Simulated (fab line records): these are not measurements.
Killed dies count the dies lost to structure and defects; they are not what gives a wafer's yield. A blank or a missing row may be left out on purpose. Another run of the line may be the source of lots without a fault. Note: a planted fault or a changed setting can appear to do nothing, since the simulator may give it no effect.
Which tool did it?    flow berkeley cmos170    at 1 step of a route of 331, 7 lots with 21 wafers sampled

== WHAT THE GAUGES READ, wafer by wafer ==
UCB170_PSD_TW_MEAS_10.
lot   measured      on             PSD_TW
L986  day 8 00:40   film metro-02  2343 2347 2353
L988  day 8 14:15   film metro-02  2337 2331 2349
L994  day 9 06:17   film metro-02  2340 2323 2321
L992  day 9 06:38   film metro-02  2330 2319 2331
L995  day 10 03:17  film metro-01  2316 2300 2302
L104  day 10 19:38  film metro-03  2305 2307 2301
L108  day 12 01:04  film metro-02  2342 2350 2342

== EACH LOT AND THE TOOL THAT RAN IT (in order: tool; ch and the chambers of the sampled wafers; start) ==
The record shows no process step preceding these readings.

== THE ANSWER, worked out from the rows above alone ==
Rule: what is usual is taken from the lots themselves. Put in order of their means at a reading, lots are off if they are a third of the lots or fewer, leave a main group of 4 or more, and stand apart from it by a gap of 3 or more times the standard deviation of the main group's means; of several such gaps the widest counts. Not used: any main group whose means are identical at the precision the tables above print for the reading. Also off: a lot with no number at a reading for which 4 or more lots have one. Where the step has rows for the other lots, those lots are counted as sound.
Nothing can be told from this: no lot is off at any reading shown.

== WHAT THE SIMULATOR PUT IN ==
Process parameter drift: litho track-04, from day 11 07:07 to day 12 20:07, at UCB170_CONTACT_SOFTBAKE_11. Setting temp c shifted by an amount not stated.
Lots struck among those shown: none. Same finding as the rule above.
